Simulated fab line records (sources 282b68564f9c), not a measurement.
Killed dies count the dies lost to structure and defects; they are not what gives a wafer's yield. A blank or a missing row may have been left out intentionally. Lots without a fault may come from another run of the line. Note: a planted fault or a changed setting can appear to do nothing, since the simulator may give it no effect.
Which tool is to blame?	flow rit cmos	45 wafers from 15 lots sampled at 2 of the route's 202 steps

## WHAT THE GAUGES READ, wafer by wafer
The record lacks any reading of a measuring or inspecting step that a usual standard deviation could be used to judge.

## TOOL THAT RAN EACH LOT (tool first, then ch and the chambers of the sampled wafers, then the start)
lot	RIT_CONTACT_CVD_00	RIT_M1_PROBE_99
L999	pecvd-01 ch 0,1,2, day 4 04:16	-
L102	pecvd-01 ch 0,1, day 4 21:34	-
L103	pecvd-04 ch 0,1, day 5 00:24	-
L104	pecvd-03 ch 0,1,2, day 5 04:07	-
L106	pecvd-04 ch 0,1,2, day 5 14:08	-
L107	pecvd-03 ch 0,2, day 5 20:46	-
L108	pecvd-01 ch 0,2, day 6 00:33	prober-01, day 6 09:26
L109	pecvd-04 ch 0,1,2, day 6 10:28	prober-02, day 6 16:43
L111	pecvd-01 ch 0,2, day 6 20:19	prober-02, day 7 06:03
L112	pecvd-04 ch 1,2, day 7 06:58	-
L113	pecvd-03 ch 1,2, day 7 08:53	-
L114	pecvd-01 ch 0,2, day 7 15:49	-
L115	pecvd-04 ch 0,2, day 7 20:46	prober-02, day 8 03:32
L116	pecvd-03 ch 0,1,2, day 8 01:53	-
L117	pecvd-01 ch 0,1,2, day 8 08:20	-
- RIT_CONTACT_CVD_00: deposits SiO2 from TEOS, target thk 400 nm, time 61 s.
- RIT_M1_PROBE_99

## WHAT THE TOOLS THEMSELVES READ (means of the sampled wafers that have a number; where no wafer has one, the mark that the record gives instead)
RIT_CONTACT_CVD_00.
lot	tool	heater power w (W)	rf fwd power W (W)	susceptor temp C (C)
L999	pecvd-01	314	394.6	389.98
L102	pecvd-01	-	-	-
L103	pecvd-04	-	-	-
L104	pecvd-03	-	-	-
L106	pecvd-04	348	397.9	389.84
L107	pecvd-03	340	398.2	390.18
L108	pecvd-01	257	397.2	390.13
L109	pecvd-04	356	395.4	389.93
L111	pecvd-01	253	395.8	390.09
L112	pecvd-04	396	398.9	390.09
L113	pecvd-03	268	397.5	389.94
L114	pecvd-01	298	394.7	389.94
L115	pecvd-04	339	397.2	389.77
L116	pecvd-03	280	398.5	389.96
L117	pecvd-01	326	396.2	389.97

RIT_M1_PROBE_99.
lot	tool	defect limited yield (%)	killed_at_M0_to_M3	killed at contacts	killed at front end	killed dies	killed open	killed short	sort_bin_3_pad_short (%)	sort_bin_5_function (%)	sort_bin_6_memory (%)	sort n pass	sort yield pct (%)
L108	prober-01	97.6	0.0	0.3	6.0	6.3	3.7	2.7	0.0	1.6	0.8	257.7	97.6
L109	prober-02	96.2	0.0	0.0	10.0	10.0	4.7	5.3	0.1	1.5	2.2	254.0	96.2
L111	prober-02	96.9	0.0	0.0	8.3	8.3	3.0	5.3	0.1	1.8	1.3	255.7	96.9
L115	prober-02	97.3	0.0	0.0	7.0	7.0	3.3	3.7	0.4	1.1	1.1	257.0	97.3

## THE ANSWER, worked out from the rows above alone
Rule: what is usual is taken from the lots themselves. The widest of any qualifying gaps counts: lots, ordered by their means at a reading, are off when they make up no more than a third of the lots, leave a main group of 4 or more, and stand apart from it by 3 or more times the standard deviation of that group's means. The tables above print the reading to a certain number of digits; a main group whose means all agree to those digits is not used. Also off: a lot with no number at a reading for which 4 or more lots have one. Where the step has rows for the other lots, those lots are counted as sound. After the gauges, taken in route order, come the tools' own readings; for these a lot's mean is taken, as printed above. The first step at which some lot is off is used, and at that step the reading that is off furthest; a lot without a number counts as furthest.
Off, at RIT_CONTACT_CVD_00 on heater power w: L102, L103, L104. Without a number there: L102, L103, L104. Mean 315 W and standard deviation 42 in the main group.
If a tool, at that step or one of the process steps before it, ran each lot that is off and ran no sound lot following the first of them, it fits. No candidate that was tried fits.

## WHAT HAD BEEN PUT IN BY THE SIMULATOR
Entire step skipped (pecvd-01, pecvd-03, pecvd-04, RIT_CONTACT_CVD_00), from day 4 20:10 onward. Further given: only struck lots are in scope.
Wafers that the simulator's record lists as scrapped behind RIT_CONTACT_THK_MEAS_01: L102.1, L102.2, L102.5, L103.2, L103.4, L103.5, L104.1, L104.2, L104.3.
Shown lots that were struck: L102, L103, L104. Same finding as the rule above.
